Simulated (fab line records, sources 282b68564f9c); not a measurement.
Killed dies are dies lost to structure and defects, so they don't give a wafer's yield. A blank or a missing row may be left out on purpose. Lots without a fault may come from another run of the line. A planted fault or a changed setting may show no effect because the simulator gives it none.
A struck lot beside a sound one | flow rit_cmos | 19 steps out of a route of 202
Sound: wafers L545.3, L545.5, L545.6. Struck: wafers L555.2, L555.3. (L555.5 of the same lot was not struck and is left out.) The cause comes at the end.
At each step with rows: each side's tool, then ch and its chambers, then its first start. Under that, the readings that differ: sound wafers | struck wafers | difference of the means | sigmas: that difference in standard deviations of wafers without a fault.
alike: readings whose means differ by less than 2 such deviations, and words and numbers that are the same on both sides. not compared: withheld readings, readings that some wafer has no value for, bounds like >300 that may hide the same value, and numbers for which the record gives no deviation and whose values overlap.
The two part at a step that has a row with sigmas, a row that says differs or no value, or rows on one side only. Numbers that don't overlap but have no deviation are shown without sigmas and don't part them. A reading that every wafer of one side lacks parts them only if that side has two wafers or more.

RIT_M1_SPUTTER_00: material Al, target thk 400 nm, time 500 s.
  sound on pvd_sputter-01, day 4 05:59; struck on pvd_sputter-04, day 6 04:23
  alike: throttle_valve_pct
RIT_M1_RS_MEAS_01: measures by four-point-probe.
  sound on film_metro-02, day 4 06:19; struck on film_metro-04, day 6 04:41
  alike: M1_AL_RS
RIT_M1_THK_MEAS_02: measures by xrf.
  sound on film_metro-02, day 4 06:25; struck on film_metro-04, day 6 04:48
  alike: M1_AL_THK
then, 6 steps without rows for these wafers: RIT_M1_HMDS_03 (prime time 60 s); RIT_M1_COAT_04 (resist thk 1310 nm); RIT_M1_SOFTBAKE_05 (time 60 s); RIT_M1_EXPOSE_06 (exposes mask M12, target cd 2600 nm); RIT_M1_PEB_07; RIT_M1_DEVELOP_08 (develop time 70.86 s).
RIT_M1_CD_MEAS_09: target cd 2600 nm.
  sound on cd_sem-02, day 4 07:30; struck on cd_sem-02, day 6 05:53
  alike: cd_nm
RIT_M1_OVL_MEAS_10:
  sound on overlay-02, day 4 07:36; struck on overlay-02, day 6 05:59
  alike: M1_OVL
then, 1 step without rows for these wafers: RIT_M1_HARDBAKE_11 (time 120 s).
RIT_M1_METAL_ETCH_12: etches Al in Cl2/BCl3, stops on SiO2, time 165 s, target depth 600 nm.
  sound on rie_metal-01 ch 0,1, day 4 07:55; struck on rie_metal-04 ch 0, day 6 06:16
  alike: drypump_motor_current_A, he_backside_leak_sccm, oes_product_au, throttle_valve_pct
  not compared: rf_hours_counter_h
then, 1 step without rows for these wafers: RIT_M1_STRIP_13 (strips in nmp, time 600 s).
RIT_M1_STRIP_14: strips in O2, time 180 s.
  sound on plasma_asher-04 ch 0,1, day 4 08:16; struck on plasma_asher-04 ch 0,1, day 6 06:36
  alike: drypump_motor_current_A, o2_flow_sccm
  not compared: rf_hours_counter_h
RIT_M1_CD_MEAS_90: target cd 2600 nm.
  sound on cd_sem-01, day 4 08:25; struck on cd_sem-01, day 6 06:48
  alike: cd_nm
then, 1 step without rows for these wafers: RIT_M1_ANNEAL_15 (time 1800 s).
RIT_M1_BOW_MEAS_16:
  sound on film_metro-04, day 4 10:02; struck on film_metro-02, day 6 08:25
  alike: M1_BOW
RIT_M1_PROBE_99:
  sound on prober-01, day 4 10:13; struck on prober-01, day 6 08:34
  reading                               | sound              | struck      | difference | sigmas
  defect_limited_yield (%)              | 97.7 98.5 96.6     | 89.8 90.2   | -7.6       | -7
  killed_at_M0_to_M3                    | 0 0 0              | 20 22       | +21        | +99 or more
  killed_dies                           | 6 4 9              | 27 26       | +20        | +7
  killed_on_rim                         | 1 0 3              | 8 9         | +7         | +5
  sort_bin_3_pad_short (%)              | 0 0 0              | 1.1 2.7     | +1.9       | +9
  sort_bin_5_function (%)               | 1.5 0.8 2.7        | 8.0 6.4     | +5.5       | +7
  sort_n_pass                           | 258.0 260.0 255.0  | 237.0 238.0 | -20.2      | -7
  sort_yield_pct (%)                    | 97.7 98.5 96.6     | 89.8 90.2   | -7.6       | -7
  model.etest.tester.sort_n_pass        | 258 260 255        | 237 238     | -20        |
  model.etest.tester.sort_yield_pct (%) | 97.73 98.48 96.59  | 89.77 90.15 | -7.64      |
  model.etest.tester.sort_bin_5_pct (%) | 1.515 0.7576 2.652 | 7.955 6.439 | +5.555     |
  alike: killed_at_front_end, killed_open, killed_short, sort_bin_6_memory

WHERE THEY PART
Only at RIT_M1_PROBE_99, within this record.

WHY: what the simulator had put in
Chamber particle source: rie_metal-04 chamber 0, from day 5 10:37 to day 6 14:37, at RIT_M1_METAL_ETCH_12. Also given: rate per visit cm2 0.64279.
